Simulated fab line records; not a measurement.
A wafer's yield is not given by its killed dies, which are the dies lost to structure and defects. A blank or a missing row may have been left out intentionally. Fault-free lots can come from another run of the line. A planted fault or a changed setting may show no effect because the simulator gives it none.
Check of tool commonality    flow berkeley-cmos170    12 lots, 36 wafers sampled

THE REASON FOR OPENING IT
On 2 of the 12 lots, a flag is raised at UCB170_NSD_CD_MEAS_06 on the reading cd-nm. Fault-free wafers read 1199.6 nm, with a standard deviation of 1.1.
Rule: a lot gets a flag if all its wafers with a number sit over 4 standard deviations from that mean, or if no wafer of it has a number. As for the other lots, they are considered sound.

lot   measured      on         cd-nm (nm), wafer by wafer  flag
L140  day 7 02:53   cd-sem-01  1199.5 1200.8 1198.6        
L144  day 7 02:59   cd-sem-02  1199.8 1200.0 1199.3        
L141  day 7 03:08   cd-sem-02  1199.5 1198.9 1198.7        
L143  day 7 03:15   cd-sem-01  1200.8 1200.1 1200.5        
L142  day 7 03:28   cd-sem-02  1200.3 1199.9 1200.9        
L145  day 7 15:40   cd-sem-02  1198.5 1198.2 1197.0        
L146  day 7 22:53   cd-sem-02  1199.6 1197.4 1198.7        
L153  day 9 05:29   cd-sem-01  1246.6 1246.5 1245.5        FLAGGED
L152  day 9 09:20   cd-sem-02  1237.1 1236.9 1235.1        FLAGGED
L155  day 9 18:18   cd-sem-01  1202.6 1202.2 1201.3        
L159  day 10 11:53  cd-sem-02  1198.4 1199.6 1199.6        
L157  day 10 12:08  cd-sem-02  1200.4 1200.8 1198.5        
Average over the flagged lots: 1241.3 nm; offset from the usual +41.7 nm, equal to +38 standard deviations.

TOOL THAT RAN EACH LOT
The record holds 2 process steps before the reading, out of a route of 331 steps. In each cell: the tool, then ch and the chambers that the sampled wafers went through, then the start.
lot   flag     UCB170_NLDD_STRIP_10                  UCB170_NSD_EXPOSE_03
L140           plasma-asher-04 ch 0,1, day 6 20:35   krf-scanner-02 ch 0, day 7 02:03
L144           plasma-asher-03 ch 0,1, day 6 20:07   krf-scanner-01 ch 0, day 7 02:36
L141           plasma-asher-04 ch 0,1, day 6 19:50   krf-scanner-01 ch 0, day 7 02:43
L143           plasma-asher-01 ch 0,1, day 6 20:56   krf-scanner-01 ch 0, day 7 02:52
L142           plasma-asher-03 ch 0,1, day 6 20:40   krf-scanner-02 ch 0, day 7 03:05
L145           plasma-asher-01 ch 0,1, day 7 08:55   krf-scanner-02 ch 0, day 7 15:16
L146           plasma-asher-04 ch 0,1, day 7 16:39   krf-scanner-02 ch 0, day 7 22:29
L153  FLAGGED  plasma-asher-03 ch 0,1, day 8 21:32   krf-scanner-02 ch 0, day 9 05:04
L152  FLAGGED  plasma-asher-01 ch 0, day 9 00:48     krf-scanner-02 ch 0, day 9 08:37
L155           plasma-asher-03 ch 0,1, day 9 10:32   krf-scanner-01 ch 0, day 9 17:42
L159           plasma-asher-01 ch 0,1, day 10 03:39  krf-scanner-01 ch 0, day 10 11:17
L157           plasma-asher-04 ch 0,1, day 10 03:55  krf-scanner-01 ch 0, day 10 11:45
These steps, and what they do:
- UCB170_NLDD_STRIP_10: strips in O2.
- UCB170_NSD_EXPOSE_03: exposes mask NSELECT MOD, target cd 1200 nm.
- UCB170_NSD_CD_MEAS_06: target cd 1200 nm.

FLAGGED OVER TOTAL, TOOL BY TOOL (the gauges that took the reading come last)
step                   tool             lots run  flagged  share of the flagged lots  sound lots run after its first flagged lot
UCB170_NLDD_STRIP_10   plasma-asher-01  4         1        some                       1 (L159)
UCB170_NLDD_STRIP_10   plasma-asher-03  4         1        some                       1 (L155)
UCB170_NLDD_STRIP_10   plasma-asher-04  4         0        none                       -
UCB170_NSD_EXPOSE_03   krf-scanner-01   6         0        none                       -
UCB170_NSD_EXPOSE_03   krf-scanner-02   6         2        all                        0
UCB170_NSD_CD_MEAS_06  cd-sem-01        4         1        some                       1 (L155)
UCB170_NSD_CD_MEAS_06  cd-sem-02        8         1        some                       2 (L159,L157)

WHAT IS ALLOWED BY THE TABLE
Rows of the table that ran each flagged lot: 1, that is krf-scanner-02 at UCB170_NSD_EXPOSE_03.
- krf-scanner-02 at UCB170_NSD_EXPOSE_03 ran 6 lots, 2 of them flagged. It ran its last sound lot, L146, at day 7 22:29 and its first flagged lot, L153, at day 9 05:04: a fault with its onset between the two fits. Its own readings (exposure-dose-mJ-cm2) fall more than 4 standard deviations out on all wafers of the flagged lots.
Left over: one tool, krf-scanner-02 at UCB170_NSD_EXPOSE_03.

WHAT THE SIMULATOR HAD INSERTED
Drift in process parameters on krf-scanner-02 at UCB170_NSD_EXPOSE_03, starting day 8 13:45. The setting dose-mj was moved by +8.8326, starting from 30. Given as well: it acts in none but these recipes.
Shown lots that were struck: L153, L152. The rule above found the same.
